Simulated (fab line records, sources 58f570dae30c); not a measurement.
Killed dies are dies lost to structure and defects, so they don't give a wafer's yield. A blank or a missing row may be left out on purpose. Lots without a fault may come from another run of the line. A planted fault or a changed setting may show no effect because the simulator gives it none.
Which tool did it? | flow berkeley_cmos170 | 15 lots, 45 wafers sampled, at 1 step of a route of 331

WHAT THE GAUGES READ, wafer by wafer
The record holds no reading of a measuring or inspecting step that can be judged against a usual standard deviation.

WHICH TOOL RAN EACH LOT (tool, then ch and the chambers of the sampled wafers, then the start)
lot  | UCB170_M1_EXPOSE_06
L295 | krf_scanner-01 ch 0, day 8 03:43
L299 | krf_scanner-01 ch 0, day 8 17:55
L296 | krf_scanner-02 ch 0, day 8 18:55
L297 | krf_scanner-02 ch 0, day 8 19:52
L298 | krf_scanner-01 ch 0, day 8 20:17
L302 | krf_scanner-01 ch 0, day 9 12:44
L301 | krf_scanner-02 ch 0, day 9 13:34
L308 | krf_scanner-02, day 10 23:35
L307 | krf_scanner-01, day 10 23:49
L309 | krf_scanner-02, day 11 06:23
L312 | krf_scanner-02 ch 0, day 11 23:32
L314 | krf_scanner-01 ch 0, day 12 11:28
L313 | krf_scanner-01 ch 0, day 12 12:19
L317 | krf_scanner-01 ch 0, day 12 13:31
L318 | krf_scanner-01 ch 0, day 12 15:35
- UCB170_M1_EXPOSE_06: exposes mask METAL1, target cd 700 nm.

WHAT THE TOOLS THEMSELVES READ (means of the sampled wafers that have a number; where no wafer has one, the mark that the record gives instead)
UCB170_M1_EXPOSE_06.
lot  | tool           | exposure_dose_mJ_cm2 | focus_offset_nm (nm) | reticle_temp_C (C) | stage_vel_mm_s (mm/s)
L295 | krf_scanner-01 | 20.991               | -0.2                 | 23.05              | 499.96
L299 | krf_scanner-01 | 20.989               | 0.4                  | 22.93              | 500.19
L296 | krf_scanner-02 | 20.973               | 0.1                  | 22.96              | 499.72
L297 | krf_scanner-02 | 20.994               | -0.3                 | 23.00              | 499.78
L298 | krf_scanner-01 | 20.994               | 0.2                  | 22.97              | 499.86
L302 | krf_scanner-01 | 21.013               | 0.1                  | 23.04              | 500.17
L301 | krf_scanner-02 | 20.977               | 0.3                  | 22.93              | 499.93
L308 | krf_scanner-02 | -                    | -                    | -                  | -
L307 | krf_scanner-01 | -                    | -                    | -                  | -
L309 | krf_scanner-02 | -                    | -                    | -                  | -
L312 | krf_scanner-02 | 20.975               | 0.1                  | 23.00              | 499.94
L314 | krf_scanner-01 | 21.003               | -0.2                 | 22.94              | 500.05
L313 | krf_scanner-01 | 21.011               | 0.6                  | 23.17              | 500.12
L317 | krf_scanner-01 | 21.014               | 0.0                  | 23.01              | 500.04
L318 | krf_scanner-01 | 20.970               | -0.4                 | 23.08              | 500.38

THE ANSWER, worked out from the rows above alone
Rule: what is usual is taken from the lots themselves. Put in order of their means at a reading, lots are off if they are a third of the lots or fewer, leave a main group of 4 or more, and stand apart from it by a gap of 3 or more times the standard deviation of the main group's means; of several such gaps the widest counts. A main group whose means are all the same, to the digits that the tables above print for the reading, isn't used. A lot without any number at a reading at which 4 lots or more have one is off too. The other lots that the step has rows for count as sound. The gauges are gone through in route order, then the tools' own readings, and for those a lot's mean is taken as printed above. The first step at which some lot is off is used, and at that step the reading that is off furthest; a lot without a number counts as furthest.
Off: L308, L307, L309, at UCB170_M1_EXPOSE_06 (exposure_dose_mJ_cm2). Without a number there: L308, L307, L309. The main group: mean 20.992, standard deviation 0.015.
A tool fits if, at that step or a process step before it, it ran every lot that is off, and no sound lot after the first of them. None of those tried fits.

WHAT THE SIMULATOR HAD PUT IN
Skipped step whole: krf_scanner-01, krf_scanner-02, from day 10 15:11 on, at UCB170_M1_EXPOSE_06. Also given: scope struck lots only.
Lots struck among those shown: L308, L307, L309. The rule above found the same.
